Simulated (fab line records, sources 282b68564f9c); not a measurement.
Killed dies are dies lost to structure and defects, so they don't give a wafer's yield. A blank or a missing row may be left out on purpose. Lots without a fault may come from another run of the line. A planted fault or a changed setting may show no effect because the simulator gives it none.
Split-lot experiment | flow rit_cmos | 5 lots, 23 wafers read, on a route of 202 steps

THE SPLIT
At RIT_SILICIDE_SPUTTER_01 (material Ti, target thk 30 nm, time 240 s), the setting time_s was moved away from the recipe's 240 s on 9 of the 23 wafers read, by +5.6% to +12.1%. The other wafers ran this setting at the recipe's value.

FROM THE SPLIT TO THE READING: what the file shows between them, 1 step
- RIT_SILICIDE_RS_MEAS_02: measures by four-point-probe

THE READING
SILICIDE_TI_THK, in nm, at RIT_SILICIDE_THK_MEAS_03 (measures by xrf). Fault-free wafers of this fab line usually give 31.0 nm, standard deviation 0.4 nm.

wafer  | tool, chamber at the split | time_s as run, s | against the recipe | SILICIDE_TI_THK, nm | against lot-mates on the recipe
L075.1 | pvd_sputter-03, -          | 240              | recipe             | 30.0                | -
L075.2 | pvd_sputter-03, -          | 269              | +12.1%             | 34.2                | +3.8
L075.3 | pvd_sputter-03, -          | 240              | recipe             | 30.5                | -
L075.4 | pvd_sputter-03, -          | 240              | recipe             | 30.7                | -
L075.6 | pvd_sputter-03, -          | 269              | +12.1%             | 34.2                | +3.8
L074.2 | pvd_sputter-04, -          | 264.9            | +10.4%             | 34.1                | +2.9
L074.3 | pvd_sputter-04, -          | 240              | recipe             | 31.7                | -
L074.4 | pvd_sputter-04, -          | 240              | recipe             | 31.3                | -
L074.5 | pvd_sputter-04, -          | 240              | recipe             | 30.7                | -
L074.6 | pvd_sputter-04, -          | 264.9            | +10.4%             | 34.4                | +3.2
L076.3 | pvd_sputter-03, -          | 240              | recipe             | 31.0                | -
L076.4 | pvd_sputter-03, -          | 240              | recipe             | 30.6                | -
L076.5 | pvd_sputter-03, -          | 240              | recipe             | 31.0                | -
L080.1 | pvd_sputter-04, -          | 253.4            | +5.6%              | 33.0                | +1.8
L080.2 | pvd_sputter-04, -          | 253.4            | +5.6%              | 33.3                | +2.1
L080.4 | pvd_sputter-04, -          | 240              | recipe             | 31.6                | -
L080.5 | pvd_sputter-04, -          | 253.4            | +5.6%              | 33.1                | +1.9
L080.6 | pvd_sputter-04, -          | 240              | recipe             | 30.8                | -
L084.2 | pvd_sputter-04, -          | 240              | recipe             | 31.9                | -
L084.3 | pvd_sputter-04, -          | 257.7            | +7.4%              | 33.8                | +2.3
L084.4 | pvd_sputter-04, -          | 240              | recipe             | 31.2                | -
L084.5 | pvd_sputter-04, -          | 257.7            | +7.4%              | 33.8                | +2.3
L084.6 | pvd_sputter-04, -          | 240              | recipe             | 31.3                | -

THE FIT
A straight line over all 23 wafers: SILICIDE_TI_THK changes by +0.303 nm for each +1% of time_s; r = +0.94; the points scatter about the line by 0.49 nm.
The same after taking each lot's own level away (the mean of its wafers on the recipe; 23 wafers): +0.31 nm for each +1%; r = +0.98; scatter 0.29 nm.
On that fit, the largest move of time_s shifts the reading by 3.7 nm.
The lots' own levels span 30.40 to 31.47 nm, that is 2.7 times the standard deviation above.
So the lot-to-lot level changes the slope little: the two slopes agree.
Check: with one of the wafers moved furthest among these (+12.1%) left out of the fit, the line predicts +3.75 nm for it against its lot-mates. It came out at +3.8 nm against them.

OTHER SPLITS ON THESE WAFERS
These wafers also went through other splits before the reading. Each is held against what the fit with the lots' levels taken away leaves over:
other split on the same wafers   | wafers away from the commonest value | r with SILICIDE_TI_THK (lot level and that fit taken away)
RIT_NLDD_COAT_01 spin_rpm        | 11                                   | -0.31
RIT_NLDD_IMPLANT_08 dose_cm2     | 8                                    | -0.02
RIT_SPACER_CVD_03 pressure_mtorr | 15                                   | +0.23
RIT_PSD_IMPLANT_08 energy_kev    | 7                                    | -0.21
RIT_SDANNEAL_CLEAN_01 time_s     | 18                                   | -0.16

THE WHOLE CHAIN: every reading that the file lists as answering this split, in the file's order
step                     | what it does                              | reading                                                                           | change (the file's fit)               | r (the file's)
RIT_SILICIDE_SPUTTER_01  | material Ti, target thk 30 nm, time 240 s | Ti_of_SILICIDE_SPUTTER_01.thk_nm (the simulator's own value, which no gauge read) | +0.302 nm for each +1% of the setting | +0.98
RIT_SILICIDE_RS_MEAS_02  | measures by four-point-probe              | SILICIDE_TI_RS                                                                    | -0.536 for each +1% of the setting    | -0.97
RIT_SILICIDE_THK_MEAS_03 | measures by xrf                           | SILICIDE_TI_THK                                                                   | +0.312 for each +1% of the setting    | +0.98

THE FILE'S OWN FIT
SILICIDE_TI_THK changes by +0.312 nm for each +1% of time_s, r = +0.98.
